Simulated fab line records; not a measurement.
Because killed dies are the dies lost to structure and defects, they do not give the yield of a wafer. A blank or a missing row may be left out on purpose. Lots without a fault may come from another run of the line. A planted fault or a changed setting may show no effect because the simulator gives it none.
fab line records	flow berkeleyCmos170
record lots=14	wafers=42	lastDay=13
route steps=331 shown PWELL@51 WELLDRIVE@56 SCREENOX@102 FIELD@126
lots that met no fault: taken from a fault-free run of the same line
startH: hours from the record's first day to the start of the lot's first wafer shown	waitH: hours elapsed since this lot's preceding step	" as in the row above	L1.1+2: a single row standing in for several wafers	- no value present, or no start provided	* or withheld: withheld	< > ~ a bound
route shown NAME@n: a module of which the file shows steps, and the number in the route of the first	usual: mean and standard deviation over wafers with no fault	same: alike in all rows	chamber/n: place in a boat	sites: per-site readings	_std_site: standard deviation of those values	_edge_site: mean of outer sites minus mean of inner sites	radiusMm: for every site, how far away it sits from the centre of the wafer	mask NAME#n: copy n	behind: the most recent tool/chamber to have shaped the wafer	hold: why the lot was held/for how many hours/how that ended	device: the n, p or np transistor that did not switch	end of line: the tests these same wafers got at the end of their route	where a step has no rows: the recipe by itself	killed: the dies lost at the first sort to structure and to defects; this is not the yield of the wafer	map: per-die view of a wafer (x killed, . not killed, _ where there is no die)
set.NAME: the setting that was run; set.NAME@STEP: the one run at that earlier step	model.NAME: the simulator's own value behind a step, which no gauge read
the route's steps for a sample of lots (tables are steps, rows are wafers)
services: a tool's chamber out of use, with start hour (startH, from the record's first day; less than 0 if before it), hours out, and reason
## steps
# step UCB170_PWELL_TW_MEAS_17
# usual PWELL_TW=378/3.6
lot.wafer	tool	chamber	startH	waitH	PWELL_TW
L183.1	filmMetro-01	-	61.29	0.1	382
L183.2	"	-	"	"	383
L183.4	"	-	"	"	380
L182.1	filmMetro-03	-	61.56	0.1	374
L182.5	"	-	"	"	372
L182.6	"	-	"	"	370
L185.1	filmMetro-01	-	71.65	0.1	382
L185.5	"	-	"	"	381
L185.6	"	-	"	"	380
L187.1	filmMetro-03	-	80.87	0.1	372
L187.2	"	-	"	"	372
L187.4	"	-	"	"	373
L188.2	filmMetro-04	-	85.55	0.1	381
L188.4	"	-	"	"	383
L188.5	"	-	"	"	380
L191.1	filmMetro-03	-	95.61	0.1	371
L191.2	"	-	"	"	372
L191.5	"	-	"	"	371
L190.3	filmMetro-04	-	95.87	0.1	382
L190.4	"	-	"	"	382
L190.6	"	-	"	"	383
L192.4	filmMetro-03	-	109.09	0.1	374
L192.5	"	-	"	"	373
L192.6	"	-	"	"	374
L194.2	filmMetro-01	-	112.69	0.1	380
L194.3	"	-	"	"	378
L194.6	"	-	"	"	379
L195.4	filmMetro-04	-	121.46	0.1	385
L195.5	"	-	"	"	383
L195.6	"	-	"	"	382
L196.1	filmMetro-03	-	131.68	0.1	374
L196.5	"	-	"	"	376
L196.6	"	-	"	"	376
L199.3	filmMetro-03	-	144.74	0.1	373
L199.5	"	-	"	"	376
L199.6	"	-	"	"	376
L200.2	filmMetro-01	-	144.97	0.1	382
L200.4	"	-	"	"	382
L200.6	"	-	"	"	380
L205.3	filmMetro-01	-	176.09	0.1	379
L205.5	"	-	"	"	379
L205.6	"	-	"	"	380
# step UCB170_WELLDRIVE_OXIDATION_01
# recipe tempC=1100	ambient=O2	targetThkA=1990	oxTimeS=9000
# usual oxTempC=1100.0/0.44	oxTempCMax=1104.3/1.5	zonePowerCentrePct=54.8/2.3
lot.wafer	tool	chamber	startH	waitH	oxTempC	oxTempCMax	zonePowerCentrePct
L182.1	furnace-04	0	71.35	3.5	1099.1	1102.8	52.6
L182.5	"	0	"	"	1099.7	1104.7	52.0
L182.6	"	0	"	"	1099.4	1102.8	52.1
L183.1	furnace-04	0	71.35	3.8	1100.3	1106.6	52.7
L183.2	"	0	"	"	1100.1	1104.6	52.4
L183.4	"	0	"	"	1100.3	1103.8	51.5
L185.1	furnace-02	0	80.49	4.4	1100.4	1105.8	57.2
L185.5	"	0	"	"	1100.2	1106.5	58.0
L185.6	"	0	"	"	1100.4	1106.7	57.2
L187.1	furnace-01	0	93.08	3.5	1100.5	1103.8	54.5
L187.2	"	0	"	"	1100.2	1102.6	53.3
L187.4	"	0	"	"	1100.7	1103.5	54.6
L188.2	furnace-01	0	93.08	2.7	1100.0	1103.0	53.3
L188.4	"	0	"	"	1100.5	1102.7	53.9
L188.5	"	0	"	"	1099.7	1102.0	53.5
L190.3	furnace-02	0	107.77	2.7	1099.6	1105.1	57.3
L190.4	"	0	"	"	1100.2	1105.3	56.6
L190.6	"	0	"	"	1099.5	1105.2	56.6
L191.1	furnace-02	0	107.77	2.7	1100.2	1105.5	56.8
L191.2	"	0	"	"	1100.3	1105.3	56.5
L191.5	"	0	"	"	1099.8	1104.3	57.2
L192.4	furnace-02	0	118.37	2.5	1100.0	1105.6	56.3
L192.5	"	0	"	"	1099.6	1104.5	57.1
L192.6	"	0	"	"	1100.0	1106.1	57.5
L194.2	furnace-02	0	118.37	0.4	1099.2	1104.2	57.3
L194.3	"	0	"	"	1099.1	1105.4	57.1
L194.6	"	0	"	"	1099.6	1104.5	57.8
L195.4	furnace-01	0	133.33	7.1	1099.6	1102.1	52.7
L195.5	"	0	"	"	1100.0	1103.3	54.5
L195.6	"	0	"	"	1099.7	1102.6	53.1
L196.1	furnace-01	0	146.45	8.3	1099.8	1102.0	54.2
L196.5	"	0	"	"	1099.8	1102.6	54.2
L196.6	"	0	"	"	1099.6	1102.8	53.0
L199.3	furnace-02	0	155.72	6.2	1100.2	1106.4	58.4
L199.5	"	0	"	"	1099.6	1105.5	57.5
L199.6	"	0	"	"	1101.0	1105.7	57.2
L200.2	furnace-02	0	155.72	6.3	1099.7	1104.0	56.9
L200.4	"	0	"	"	1100.0	1106.3	57.2
L200.6	"	0	"	"	1100.0	1104.6	57.4
L205.3	furnace-04	0	182.33	1.1	1099.9	1103.6	52.1
L205.5	"	0	"	"	1099.8	1103.9	52.3
L205.6	"	0	"	"	1099.9	1104.4	51.5
# step UCB170_WELLDRIVE_THK_MEAS_02
# recipe reads=SiO2_of_WELLDRIVE_OXIDATION_01
# usual WELLDRIVE_OXIDE_THK=198/3
lot.wafer	tool	chamber	startH	waitH	WELLDRIVE_OXIDE_THK[nm]
L182.1	filmMetro-02	-	74.85	0.0	200
L182.5	"	-	"	"	198
L182.6	"	-	"	"	199
L183.1	filmMetro-04	-	74.85	0.0	198
L183.2	"	-	"	"	195
L183.4	"	-	"	"	198
L185.1	filmMetro-01	-	83.99	0.0	201
L185.5	"	-	"	"	202
L185.6	"	-	"	"	203
L187.1	filmMetro-04	-	96.58	0.0	199
L187.2	"	-	"	"	203
L187.4	"	-	"	"	198
L188.2	filmMetro-01	-	96.59	0.0	201
L188.4	"	-	"	"	202
L188.5	"	-	"	"	201
L191.1	filmMetro-02	-	111.27	0.0	198
L191.2	"	-	"	"	194
L191.5	"	-	"	"	195
L190.3	filmMetro-01	-	111.29	0.0	193
L190.4	"	-	"	"	198
L190.6	"	-	"	"	196
L192.4	filmMetro-02	-	121.90	0.0	196
L192.5	"	-	"	"	198
L192.6	"	-	"	"	197
L194.2	filmMetro-01	-	121.93	0.1	195
L194.3	"	-	"	"	198
L194.6	"	-	"	"	194
L195.4	filmMetro-04	-	136.86	0.0	195
L195.5	"	-	"	"	196
L195.6	"	-	"	"	196
L196.1	filmMetro-02	-	149.95	0.0	198
L196.5	"	-	"	"	201
L196.6	"	-	"	"	199
L200.2	filmMetro-01	-	159.23	0.0	228
L200.4	"	-	"	"	229
L200.6	"	-	"	"	226
L199.3	filmMetro-02	-	159.24	0.0	222
L199.5	"	-	"	"	222
L199.6	"	-	"	"	222
L205.3	filmMetro-01	-	185.85	0.0	192
L205.5	"	-	"	"	193
L205.6	"	-	"	"	195
# step UCB170_SCREENOX_THK_MEAS_02
# recipe reads=SiO2_of_SCREENOX_OXIDATION_01
# usual SCREENOX_OXIDE_THK=14.2/0.31
lot.wafer	tool	chamber	startH	waitH	SCREENOX_OXIDE_THK[nm]
L182.1	filmMetro-03	-	120.63	0.0	14.1
L182.5	"	-	"	"	14.3
L182.6	"	-	"	"	14.2
L183.1	filmMetro-01	-	120.69	0.1	14.6
L183.2	"	-	"	"	14.6
L183.4	"	-	"	"	14.6
L185.1	filmMetro-01	-	136.68	0.0	13.8
L185.5	"	-	"	"	13.6
L185.6	"	-	"	"	13.8
L187.1	filmMetro-03	-	151.62	0.0	14.6
L187.2	"	-	"	"	14.5
L187.4	"	-	"	"	14.4
L188.2	filmMetro-03	-	151.69	0.1	14.6
L188.4	"	-	"	"	14.8
L188.5	"	-	"	"	14.8
L190.3	filmMetro-02	-	168.01	0.0	14.8
L190.4	"	-	"	"	14.6
L190.6	"	-	"	"	14.6
L191.1	filmMetro-02	-	168.05	0.1	14.1
L191.2	"	-	"	"	14.3
L191.5	"	-	"	"	14.2
L194.2	filmMetro-01	-	179.84	0.0	14.4
L194.3	"	-	"	"	14.2
L194.6	"	-	"	"	14.6
L192.4	filmMetro-03	-	179.86	0.0	13.9
L192.5	"	-	"	"	13.9
L192.6	"	-	"	"	13.9
L195.4	filmMetro-01	-	193.29	0.0	14.0
L195.5	"	-	"	"	14.0
L195.6	"	-	"	"	14.0
L200.2	filmMetro-02	-	199.12	0.0	13.8
L200.4	"	-	"	"	13.9
L200.6	"	-	"	"	13.9
L196.1	filmMetro-02	-	199.17	0.1	14.1
L196.5	"	-	"	"	14.0
L196.6	"	-	"	"	13.9
L199.3	filmMetro-03	-	199.19	0.1	14.3
L199.5	"	-	"	"	14.0
L199.6	"	-	"	"	13.9
L205.3	filmMetro-02	-	234.36	0.0	14.2
L205.5	"	-	"	"	14.0
L205.6	"	-	"	"	14.2
# step UCB170_FIELD_THK_MEAS_91
# recipe reads=SiO2_of_FIELD_OXIDATION_01
# usual FIELD_OXIDE_LEFT_2_THK=349/11
lot.wafer	tool	chamber	startH	waitH	FIELD_OXIDE_LEFT_2_THK[nm]
L182.1	filmMetro-01	-	129.01	0.0	346
L182.5	"	-	"	"	346
L182.6	"	-	"	"	351
L183.1	filmMetro-04	-	129.25	0.0	354
L183.2	"	-	"	"	359
L183.4	"	-	"	"	365
L185.1	filmMetro-04	-	148.87	0.0	346
L185.5	"	-	"	"	343
L185.6	"	-	"	"	344
L187.1	filmMetro-03	-	161.91	0.0	348
L187.2	"	-	"	"	346
L187.4	"	-	"	"	341
L188.2	filmMetro-04	-	162.04	0.0	364
L188.4	"	-	"	"	368
L188.5	"	-	"	"	361
L191.1	filmMetro-04	-	178.31	0.0	356
L191.2	"	-	"	"	363
L191.5	"	-	"	"	359
L190.3	filmMetro-04	-	180.70	0.0	357
L190.4	"	-	"	"	357
L190.6	"	-	"	"	347
L192.4	filmMetro-04	-	186.85	0.0	359
L192.5	"	-	"	"	349
L192.6	"	-	"	"	347
L194.2	filmMetro-03	-	190.41	0.0	342
L194.3	"	-	"	"	344
L194.6	"	-	"	"	348
L195.4	filmMetro-01	-	203.13	0.0	348
L195.5	"	-	"	"	346
L195.6	"	-	"	"	344
L200.2	filmMetro-04	-	208.53	0.0	358
L200.4	"	-	"	"	350
L200.6	"	-	"	"	352
L199.3	filmMetro-03	-	209.20	0.0	341
L199.5	"	-	"	"	340
L199.6	"	-	"	"	351
L196.1	filmMetro-01	-	209.42	0.0	356
L196.5	"	-	"	"	352
L196.6	"	-	"	"	345
L205.3	filmMetro-01	-	247.08	0.0	338
L205.5	"	-	"	"	337
L205.6	"	-	"	"	336
## services
tool	chamber	startH	hours	kind
furnace-04	-	65.46	3.2	pm
furnace-02	-	129.81	3.7	pm
furnace-02	-	138.03	3.8	pm
## key
firstSign step=UCB170_WELLDRIVE_THK_MEAS_02	reading=WELLDRIVE_OXIDE_THK	direction=up	sigmas=8.9	usual=198	struck=225
effect none on later readings
metAt UCB170_WELLDRIVE_OXIDATION_01
struckLots L199,L200
testerLeftOut L199,L200
notActingAt UCB170_PWELL_TW_MEAS_17,UCB170_SCREENOX_THK_MEAS_02,UCB170_FIELD_THK_MEAS_91
onsetBetween 118.37 155.72
fault kind=processParameterDrift	tool=furnace-02	chamber=-	onsetH=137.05	steps=UCB170_WELLDRIVE_OXIDATION_01	channel=oxTimeS	offset=*	shape=step	endH=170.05	actsIn=*	stated=*
# testerLeftOut: of these lots the tester's yield and bins aren't shown, on N5 and GAA mostly nor the transistor test; their killed dies are dies lost to structure and defects alone, not to doping, threshold or leakage, so they don't give the yield
